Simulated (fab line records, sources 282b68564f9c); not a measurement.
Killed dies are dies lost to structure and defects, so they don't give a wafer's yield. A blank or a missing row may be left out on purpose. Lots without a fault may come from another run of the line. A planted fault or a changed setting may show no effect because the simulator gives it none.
fab line records | flow rit_cmos
record lots=7 wafers=21 last_day=6
route steps=202 shown ACTIVE@1 FOX1@20 FOX2@23 M1@202
lots that met no fault: from a run of the same line without faults
start_h: hours from the record's first day to the start of the lot's first wafer shown | wait_h: hours since the lot's step before | " the same as in the row above | L1.1+2: a row that stands for several wafers | - no value, or no start given | * or withheld: withheld | < > ~ a bound
route shown NAME@n: a module of which the file shows steps, and the number in the route of the first | usual: mean/standard deviation of fault-free wafers | same: alike in all rows | chamber/n: place in a boat | sites: the reading at each site | _std_site: their standard deviation | _edge_site: outer sites' mean less inner sites' | radius_mm: how far each site lies from the wafer's centre | mask NAME#n: copy n | behind: the tool/chamber that last shaped the wafer | hold: why the lot was held/for how many hours/how that ended | device: the transistor (n, p or np) that didn't switch | end of line: the same wafers' tests at the end of the route | a step without rows: its recipe alone | killed: dies lost to structure and defects at the first sort, not the wafer's yield | map: a wafer's dies, x killed, . not, _ none there
set.NAME: the setting as run; set.NAME@STEP: as run at that earlier step | model.NAME: the simulator's own value behind a step, which no gauge read
lots at some steps of the route; a table a step, a row a wafer
services: from which hour (start_h, from the record's first day; less than 0 if before it) a tool's chamber was out of use, for how many hours, and why
## steps
# step RIT_ACTIVE_BOW_MEAS_00
# recipe mode=bow
# usual INCOMING_BOW=0/6.7
# columns lot.wafer tool chamber start_h wait_h INCOMING_BOW[um]
L891.1 film_metro-03 - 15.00 - 2
L891.4 " - " " 12
L891.5 " - " " 5
L893.3 film_metro-04 - 25.04 - -2
L893.4 " - " " -6
L893.5 " - " " -4
L895.3 film_metro-04 - 35.04 - 4
L895.4 " - " " -2
L895.6 " - " " 2
L896.3 film_metro-03 - 40.04 - 7
L896.4 " - " " 8
L896.5 " - " " 9
L898.2 film_metro-04 - 50.02 - -21
L898.5 " - " " -12
L898.6 " - " " -9
L904.1 film_metro-04 - 80.00 - -2
L904.3 " - " " -4
L904.4 " - " " -11
L907.1 film_metro-03 - 95.00 - -11
L907.3 " - " " -4
L907.6 " - " " -5
# step RIT_ACTIVE_OXIDATION_01
# recipe temp_c=1000 ambient=O2 target_thk_a=468 ox_time_s=3360
# step RIT_ACTIVE_THK_MEAS_02
# recipe reads=SiO2_of_ACTIVE_OXIDATION_01
# usual ACTIVE_OXIDE_THK=46.7/0.8
# columns lot.wafer tool chamber start_h wait_h ACTIVE_OXIDE_THK[nm]
L891.1 film_metro-04 - 17.05 0.0 48.7
L891.4 " - " " 47.6
L891.5 " - " " 47.4
L893.3 film_metro-03 - 27.80 0.0 47.3
L893.4 " - " " 47.3
L893.5 " - " " 47.9
L895.3 film_metro-04 - 38.76 0.0 47.8
L895.4 " - " " 48.1
L895.6 " - " " 48.8
L896.3 film_metro-03 - 42.11 0.0 47.6
L896.4 " - " " 46.7
L896.5 " - " " 47.6
L898.2 film_metro-03 - 52.06 0.0 45.8
L898.5 " - " " 45.8
L898.6 " - " " 45.6
L904.1 film_metro-03 - 84.09 0.0 47.0
L904.3 " - " " 48.0
L904.4 " - " " 47.2
L907.1 film_metro-03 - 99.16 0.0 47.1
L907.3 " - " " 46.7
L907.6 " - " " 46.8
# step RIT_ACTIVE_CVD_03
# recipe material=Si3N4 target_thk_nm=150 temp_c=810 precursor=SiH2Cl2/NH3 time_s=1500 pressure_mtorr=300 sih2cl2_flow_sccm=60 nh3_flow_sccm=150
# usual zone_power_load_pct=20.8/2.8
# columns lot.wafer tool chamber start_h wait_h zone_power_load_pct model.Si3N4_of_ACTIVE_CVD_03.thk_nm
L891.1 lpcvd-02 1 17.11 0.1 24.0 152.7
L891.4 " 1 " " 23.7 151.9
L891.5 " 1 " " 23.8 151.1
L893.3 lpcvd-01 1 27.84 0.0 17.3 150.2
L893.4 " 1 " " 17.3 148.2
L893.5 " 1 " " 17.4 150.7
L895.3 lpcvd-02 1 38.80 0.0 24.1 140.6
L895.4 " 1 " " 23.8 139.3
L895.6 " 1 " " 24.0 140
L896.3 lpcvd-02 0 43.19 1.1 22.7 138.8
L896.4 " 0 " " 22.9 138.6
L896.5 " 0 " " 22.2 139.2
L898.2 lpcvd-02 0 52.11 0.0 23.1 139.8
L898.5 " 0 " " 23.0 139.7
L898.6 " 0 " " 22.9 139.1
L904.1 lpcvd-01 0 84.15 0.1 19.5 151.4
L904.3 " 0 " " 19.4 150.8
L904.4 " 0 " " 19.2 150.1
L907.1 lpcvd-01 1 99.22 0.1 17.5 151.3
L907.3 " 1 " " 18.1 152.6
L907.6 " 1 " " 17.4 151
# step RIT_ACTIVE_THK_MEAS_04
# recipe reads=Si3N4_of_ACTIVE_CVD_03
# usual ACTIVE_NITRIDE_THK=150.8/1.3
# columns lot.wafer tool chamber start_h wait_h ACTIVE_NITRIDE_THK[nm]
L891.1 film_metro-03 - 18.53 0.0 152.7
L891.4 " - " " 151.9
L891.5 " - " " 151.1
L893.3 film_metro-03 - 29.28 0.0 150.1
L893.4 " - " " 148.2
L893.5 " - " " 150.7
L895.3 film_metro-01 - 40.23 0.0 140.6
L895.4 " - " " 139.3
L895.6 " - " " 140.0
L896.3 film_metro-03 - 44.63 0.0 138.9
L896.4 " - " " 138.6
L896.5 " - " " 139.1
L898.2 film_metro-01 - 53.54 0.0 139.9
L898.5 " - " " 139.8
L898.6 " - " " 139.1
L904.1 film_metro-03 - 85.57 0.0 151.2
L904.3 " - " " 150.8
L904.4 " - " " 150.2
L907.1 film_metro-01 - 100.64 0.0 151.1
L907.3 " - " " 152.6
L907.6 " - " " 150.8
# step RIT_ACTIVE_HMDS_05
# recipe prime_time_s=60 prime_temp_c=140
# step RIT_ACTIVE_COAT_06
# recipe resist=NOVOLAK spin_rpm=3250 resist_thk_nm=1000
# step RIT_ACTIVE_SOFTBAKE_07
# recipe resist=NOVOLAK temp_c=90 time_s=60
# step RIT_ACTIVE_EXPOSE_08
# recipe mask_id=M1 na=0.6 source_shape=conventional sigma_outer=0.6 target_cd_nm=1400 dose_mj=225
# step RIT_ACTIVE_PEB_09
# recipe resist=NOVOLAK temp_c=withheld time_s=withheld
# step RIT_ACTIVE_DEVELOP_10
# recipe resist=NOVOLAK develop_time_s=50 dev_temp_c=23
# step RIT_ACTIVE_CD_MEAS_11
# recipe target_cd_nm=1400
# usual cd_nm=1399.6/2.7
# columns lot.wafer tool chamber start_h wait_h cd_nm
L891.1 cd_sem-02 - 19.56 - 1400.4
L891.4 " - " " 1401.0
L891.5 " - " " 1402.3
L893.3 cd_sem-01 - 30.34 - 1401.6
L893.4 " - " " 1402.0
L893.5 " - " " 1399.5
L895.3 cd_sem-01 - 41.29 - 1399.1
L895.4 " - " " 1398.4
L895.6 " - " " 1398.2
L896.3 cd_sem-02 - 45.56 - 1400.8
L896.4 " - " " 1400.6
L896.5 " - " " 1401.3
L898.2 cd_sem-02 - 54.58 - 1396.3
L898.5 " - " " 1398.3
L898.6 " - " " 1396.0
L904.1 cd_sem-01 - 86.48 - 1401.6
L904.3 " - " " 1401.0
L904.4 " - " " 1400.8
L907.1 cd_sem-01 - 101.67 - 1399.9
L907.3 " - " " 1402.6
L907.6 " - " " 1402.7
# step RIT_ACTIVE_HARDBAKE_12
# recipe resist=NOVOLAK temp_c=140 time_s=60
# step RIT_ACTIVE_ETCH_13
# recipe stop_on=SiO2 chemistry=SF6 target=Si3N4 time_s=210 over_etch_frac=0.4 SF6_flow_sccm=200 pressure_mtorr=260 rf_w=125 target_depth_a=2100
# usual drypump_motor_current_A=5.7/0.37 oes_product_au=0.822/0.014 throttle_valve_pct=7.52/0.11
# columns lot.wafer tool chamber start_h wait_h drypump_motor_current_A oes_product_au rf_hours_counter_h throttle_valve_pct model.ACTIVE.feature_depth_nm model.etch.depth_nm
L891.1 rie_diel-01 1 19.83 0.1 5.8 0.837 1 7.41 153.5 152.7
L891.4 " 3 " " 5.3 0.836 111 7.54 151.9 151.9
L891.5 " 2 " " 5.9 0.796 - 7.64 154.5 151.1
L893.3 rie_diel-03 2 30.57 0.1 5.6 0.800 81 7.42 150.8 150.2
L893.4 " 1 " " 6.2 0.825 - 7.53 148.2 148.2
L893.5 " 0 " " 5.0 0.792 - 7.39 150.7 150.7
L895.3 rie_diel-01 1 41.52 0.1 5.8 0.790 2 7.41 141.3 140.6
L895.4 " 3 " " 5.3 0.788 111 7.55 139.3 139.3
L895.6 " 2 " " 6.0 0.765 - 7.62 143.4 140
L896.3 rie_diel-04 0 45.79 0.1 5.2 0.808 16 7.54 139.3 138.8
L896.4 " 3 " " 5.7 0.786 27 7.65 138.6 138.6
L896.5 " 3 " " 5.8 0.792 - 7.64 139.2 139.2
L898.2 rie_diel-03 2 54.83 0.1 5.6 0.782 82 7.38 140.5 139.8
L898.5 " 2 " " 5.6 0.776 - 7.40 140.4 139.7
L898.6 " 3 " " 5.7 0.806 - 7.27 139.2 139.1
L904.1 rie_diel-04 0 86.75 0.1 5.1 0.844 17 7.55 151.9 151.4
L904.3 " 1 " " 5.9 0.832 9 7.62 150.9 150.8
L904.4 " 3 " " 5.7 0.830 28 7.66 150.1 150.1
L907.1 rie_diel-04 3 101.94 0.1 5.8 0.835 28 7.66 151.3 151.3
L907.3 " 0 " " 5.1 0.854 17 7.54 153.1 152.6
L907.6 " 2 " " 6.0 0.813 - 7.61 151 151
# step RIT_ACTIVE_STRIP_14
# recipe chemistry=O2 time_s=180 resist=NOVOLAK platen_temp_c=withheld power_w=500 pressure_mtorr=4000 o2_flow_sccm=4000
# usual drypump_motor_current_A=5.8/0.51
# columns lot.wafer tool chamber start_h wait_h drypump_motor_current_A rf_hours_counter_h
L891.1 plasma_asher-02 1 19.97 0.1 5.9 40
L891.4 " 1 " " 5.9 -
L891.5 " 1 " " 5.9 -
L893.3 plasma_asher-02 0 30.76 0.1 6.5 -
L893.4 " 1 " " 5.9 -
L893.5 " 0 " " 6.5 -
L895.3 plasma_asher-02 0 41.71 0.1 6.5 -
L895.4 " 1 " " 5.9 -
L895.6 " 1 " " 5.8 -
L896.3 plasma_asher-04 0 45.98 0.1 5.3 -
L896.4 " 1 " " 5.9 -
L896.5 " 1 " " 5.9 -
L898.2 plasma_asher-04 0 54.97 0.1 5.3 44
L898.5 " 0 " " 5.3 -
L898.6 " 1 " " 5.9 -
L904.1 plasma_asher-04 1 86.88 0.1 5.9 48
L904.3 " 0 " " 5.3 -
L904.4 " 1 " " 5.9 -
L907.1 plasma_asher-01 1 102.07 0.1 4.9 38
L907.3 " 1 " " 4.9 -
L907.6 " 1 " " 4.9 -
# step RIT_ACTIVE_CD_MEAS_90
# recipe target_cd_nm=1400
# usual cd_nm=1399.8/2.7
# columns lot.wafer tool chamber start_h wait_h cd_nm
L891.1 cd_sem-01 - 20.14 0.1 1400.3
L891.4 " - " " 1401.3
L891.5 " - " " 1402.4
L893.3 cd_sem-01 - 30.91 0.1 1401.7
L893.4 " - " " 1402.4
L893.5 " - " " 1399.6
L895.3 cd_sem-01 - 41.87 0.1 1399.2
L895.4 " - " " 1398.3
L895.6 " - " " 1398.0
L896.3 cd_sem-02 - 46.14 0.1 1401.1
L896.4 " - " " 1400.8
L896.5 " - " " 1401.9
L898.2 cd_sem-02 - 55.16 0.1 1396.6
L898.5 " - " " 1398.5
L898.6 " - " " 1396.2
L904.1 cd_sem-02 - 87.05 0.1 1402.2
L904.3 " - " " 1401.2
L904.4 " - " " 1401.1
L907.1 cd_sem-02 - 102.25 0.1 1399.9
L907.3 " - " " 1403.0
L907.6 " - " " 1402.9
# step RIT_ACTIVE_CLEAN_15
# recipe chemistry=SC1 mix=3:3:50 time_s=600 temp_c=75
# step RIT_ACTIVE_CLEAN_16
# recipe chemistry=dHF dilution=50:1 time_s=30
# step RIT_ACTIVE_CLEAN_17
# recipe chemistry=SC2 mix=3:3:50 time_s=600 temp_c=75 dry=n2_spin
# step RIT_FOX1_OXIDATION_00
# recipe temp_c=1100 ambient=H2O target_thk_a=3507 p_h2o_torr=720 ox_time_s=1130
# step RIT_FOX1_THK_MEAS_01
# recipe reads=SiO2_of_FOX1_OXIDATION_00
# usual FOX1_OXIDE_THK=348/6
# columns lot.wafer tool chamber start_h wait_h FOX1_OXIDE_THK[nm]
L891.1 film_metro-01 - 23.50 0.0 347
L891.4 " - " " 343
L891.5 " - " " 339
L893.3 film_metro-03 - 33.39 0.0 361
L893.4 " - " " 354
L893.5 " - " " 356
L895.3 film_metro-01 - 44.38 0.0 344
L895.4 " - " " 348
L895.6 " - " " 347
L896.3 film_metro-02 - 48.70 0.0 341
L896.4 " - " " 343
L896.5 " - " " 340
L898.2 film_metro-03 - 57.24 0.0 343
L898.5 " - " " 341
L898.6 " - " " 345
L904.1 film_metro-03 - 89.88 0.0 353
L904.3 " - " " 352
L904.4 " - " " 347
L907.1 film_metro-02 - 106.76 0.0 347
L907.3 " - " " 345
L907.6 " - " " 349
# step RIT_FOX1_WET_ETCH_02
# recipe chemistry=BOE target_depth_nm=350 time_s=390 temp_c=21.5 dry=n2_spin dilution=10:1 target=SiO2
# step RIT_FOX2_OXIDATION_00
# recipe temp_c=1100 ambient=H2O target_thk_a=3507 p_h2o_torr=720 ox_time_s=1130
# step RIT_FOX2_THK_MEAS_01
# recipe reads=SiO2_of_FOX2_OXIDATION_00
# usual FOX2_OXIDE_THK=351/7.6
# columns lot.wafer tool chamber start_h wait_h FOX2_OXIDE_THK[nm]
L891.1 film_metro-02 - 25.60 0.0 357
L891.4 " - " " 355
L891.5 " - " " 360
L893.3 film_metro-04 - 36.18 0.0 348
L893.4 " - " " 345
L893.5 " - " " 346
L895.3 film_metro-04 - 45.97 0.0 357
L895.4 " - " " 352
L895.6 " - " " 354
L896.3 film_metro-02 - 50.20 0.0 345
L896.4 " - " " 343
L896.5 " - " " 338
L898.2 film_metro-04 - 58.74 0.0 345
L898.5 " - " " 346
L898.6 " - " " 341
L904.1 film_metro-02 - 91.37 0.0 341
L904.3 " - " " 331
L904.4 " - " " 341
L907.1 film_metro-01 - 109.42 0.0 342
L907.3 " - " " 341
L907.6 " - " " 345
# step RIT_FOX2_CLEAN_02
# recipe chemistry=dHF dilution=50:1 time_s=180
# columns lot.wafer tool chamber start_h wait_h model.Si3N4_of_ACTIVE_CVD_03.thk_nm
L891.1 wet_bench-03 1 25.66 0.1 133.6
L891.4 " 1 " " 132.8
L891.5 " 1 " " 131.9
L893.3 wet_bench-03 3 36.22 0.0 131
L893.4 " 3 " " 129
L893.5 " 3 " " 131.5
L895.3 wet_bench-03 1 46.01 0.0 121.4
L895.4 " 1 " " 120.1
L895.6 " 1 " " 120.8
L896.3 wet_bench-04 0 50.24 0.0 119.6
L896.4 " 0 " " 119.4
L896.5 " 0 " " 119.9
L898.2 wet_bench-04 0 58.79 0.0 120.7
L898.5 " 0 " " 120.6
L898.6 " 0 " " 120
L904.1 wet_bench-03 2 91.43 0.1 132.2
L904.3 " 2 " " 131.6
L904.4 " 2 " " 131
L907.1 wet_bench-04 0 109.48 0.1 132
L907.3 " 0 " " 133.3
L907.6 " 0 " " 131.8
# step RIT_FOX2_WET_ETCH_03
# recipe chemistry=H3PO4 target=Si3N4 target_depth_nm=195 temp_c=165 time_s=2700
# step RIT_M1_PROBE_99
# usual killed_at_front_end=7/3.1 killed_dies=7/3.2 killed_open=3.8/2.1 killed_short=3.6/2
# same gross_dies=264 killed_at_M0_to_M3=0 killed_at_M4_up=0 killed_at_back_side=0 killed_at_contacts=0 killed_at_other=0
# columns lot.wafer tool chamber start_h wait_h killed_at_front_end killed_dies killed_open killed_short
L891.1 prober-02 - 66.02 0.1 8 8 4 4
L891.4 prober-02 - 66.17 0.2 12 12 6 6
L891.5 prober-02 - 66.22 0.2 4 4 4 0
L893.3 prober-02 - 77.44 0.2 7 7 3 4
L893.4 prober-02 - 77.49 0.2 6 6 3 3
L893.5 prober-02 - 77.54 0.2 9 9 6 3
L895.3 prober-02 - 87.46 0.2 6 6 4 2
L895.4 prober-02 - 87.51 0.2 11 11 6 5
L895.6 prober-02 - 87.61 0.2 13 13 7 6
L896.3 prober-01 - 93.59 0.2 4 4 2 2
L896.4 prober-01 - 93.64 0.2 5 5 2 3
L896.5 prober-01 - 93.69 0.2 5 5 3 2
L898.2 prober-01 - 99.66 0.1 8 8 4 4
L898.5 prober-01 - 99.81 0.2 8 8 2 6
L898.6 prober-01 - 99.86 0.2 3 3 2 1
L904.1 prober-01 - 141.54 0.1 11 11 9 2
L904.3 prober-01 - 141.64 0.2 3 3 1 2
L904.4 prober-01 - 141.69 0.2 6 6 3 3
L907.1 prober-01 - 155.08 0.1 10 10 4 6
L907.3 prober-01 - 155.18 0.2 4 4 2 2
L907.6 prober-01 - 155.33 0.2 8 8 2 6
# killed by level:class
L891.1 GATE:geometric_particle:short=2 GATE:geometric_particle:open=2 FOX1:geometric_particle:open=1 FOX1:geometric_particle:short=1 FOX2:geometric_particle:open=1 REOX:geometric_particle:short=1
L891.4 GATE:geometric_particle:short=4 GATE:geometric_particle:open=3 REOX:geometric_particle:open=2 SILICIDE:geometric_particle:short=2 FOX2:geometric_particle:open=1
L891.5 REOX:geometric_particle:open=3 SILICIDE:geometric_particle:open=1
L893.3 GATE:geometric_particle:short=2 FOX2:geometric_particle:open=1 REOX:geometric_particle:short=1 SPACER:geometric_particle:open=1 SILICIDE:geometric_particle:short=1 SILICIDE:geometric_particle:open=1
L893.4 REOX:geometric_particle:open=2 GATE:geometric_particle:short=1 GATE:geometric_particle:open=1 SPACER:geometric_particle:short=1 SILICIDE:geometric_particle:short=1
L893.5 GATE:geometric_particle:open=2 SPACER:geometric_particle:open=2 FOX2:geometric_particle:open=1 GATE:geometric_particle:short=1 REOX:geometric_particle:open=1 REOX:geometric_particle:short=1 SPACER:geometric_particle:short=1
L895.3 SILICIDE:geometric_particle:open=3 REOX:geometric_particle:short=2 FOX2:geometric_particle:open=1
L895.4 FOX2:geometric_particle:open=2 GATE:geometric_particle:open=2 REOX:geometric_particle:short=2 FOX2:geometric_particle:short=1 GATE:geometric_particle:short=1 SPACER:geometric_particle:short=1 SPACER:geometric_particle:open=1 SILICIDE:geometric_particle:open=1
L895.6 GATE:geometric_particle:short=2 REOX:geometric_particle:short=2 REOX:geometric_particle:open=2 SPACER:geometric_particle:open=2 SILICIDE:geometric_particle:open=2 FOX2:geometric_particle:open=1 FOX2:geometric_particle:short=1 SILICIDE:geometric_particle:short=1
L896.3 FOX1:geometric_particle:open=2 GATE:geometric_particle:short=2
L896.4 FOX1:geometric_particle:short=2 FOX2:geometric_particle:open=1 REOX:geometric_particle:open=1 REOX:geometric_particle:short=1
L896.5 GATE:geometric_particle:open=2 FOX1:geometric_particle:short=1 GATE:geometric_particle:short=1 SPACER:geometric_particle:open=1
L898.2 GATE:geometric_particle:short=2 GATE:geometric_particle:open=2 FOX1:geometric_particle:short=1 FOX2:geometric_particle:open=1 SPACER:geometric_particle:short=1 SPACER:geometric_particle:open=1
L898.5 GATE:geometric_particle:short=3 GATE:geometric_particle:open=2 FOX1:geometric_particle:short=1 FOX2:geometric_particle:short=1 SILICIDE:geometric_particle:short=1
L898.6 GATE:geometric_particle:short=1 REOX:geometric_particle:open=1 SPACER:geometric_particle:open=1
L904.1 SPACER:geometric_particle:open=4 GATE:geometric_particle:short=2 SILICIDE:geometric_particle:open=2 FOX1:geometric_particle:open=1 GATE:geometric_particle:open=1 REOX:geometric_particle:open=1
L904.3 FOX1:geometric_particle:short=1 GATE:geometric_particle:short=1 GATE:geometric_particle:open=1
L904.4 GATE:geometric_particle:open=2 GATE:geometric_particle:short=1 REOX:geometric_particle:short=1 SILICIDE:geometric_particle:open=1 SILICIDE:geometric_particle:short=1
L907.1 GATE:geometric_particle:open=3 GATE:geometric_particle:short=2 SILICIDE:geometric_particle:short=2 FOX1:geometric_particle:short=1 REOX:geometric_particle:short=1 SILICIDE:geometric_particle:open=1
L907.3 SILICIDE:geometric_particle:short=2 FOX1:geometric_particle:open=1 SPACER:geometric_particle:open=1
L907.6 REOX:geometric_particle:short=3 GATE:geometric_particle:short=1 GATE:geometric_particle:open=1 REOX:geometric_particle:open=1 SPACER:geometric_particle:short=1 SILICIDE:geometric_particle:short=1
## services
# columns tool chamber start_h hours kind
lpcvd-01 - -4.12 1.0 repair
plasma_asher-01 - -1.05 3.0 repair
rie_diel-04 2 3.36 - clean
rie_diel-04 2 3.36 21.9 scheduled_down
rie_diel-04 2 3.36 21.9 vent_cycle
rie_diel-03 3 17.00 - clean
rie_diel-03 3 17.00 - consumable_replace:esc
rie_diel-03 3 17.00 23.3 scheduled_down
rie_diel-03 3 17.00 23.3 vent_cycle
plasma_asher-01 - 54.84 6.3 repair
lpcvd-01 - 67.23 0.5 repair
rie_diel-04 2 67.37 2.4 repair
plasma_asher-02 - 108.75 9.0 pm
plasma_asher-02 0 108.75 9.0 vent_cycle
plasma_asher-02 1 108.75 9.0 vent_cycle
## key
first_sign step=RIT_ACTIVE_THK_MEAS_04 reading=ACTIVE_NITRIDE_THK direction=down sigmas=8.9 usual=150.8 struck=139.5
effect none on later readings
model_effect step=RIT_ACTIVE_CVD_03 value=Si3N4_of_ACTIVE_CVD_03.thk_nm without=149.9 struck=139.5
model_effect step=RIT_ACTIVE_ETCH_13 value=ACTIVE.feature_depth_nm without=150.6 struck=140.1
model_effect step=RIT_FOX2_CLEAN_02 value=Si3N4_of_ACTIVE_CVD_03.thk_nm without=130.8 struck=120.3
met_at RIT_ACTIVE_CVD_03
struck_wafers L895.3,L895.4,L895.6,L896.3,L896.4,L896.5,L898.2,L898.5,L898.6
tester_left_out L895,L896,L898
onset_between 17.11 38.80
fault kind=process_parameter_drift tool=lpcvd-02 chamber=- onset_h=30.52 steps=RIT_ACTIVE_CVD_03 channel=time_s offset=* shape=step end_h=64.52 acts_in=* stated=*
# tester_left_out: of these lots the tester's yield and bins aren't shown, on N5 and GAA mostly nor the transistor test; their killed dies are dies lost to structure and defects alone, not to doping, threshold or leakage, so they don't give the yield
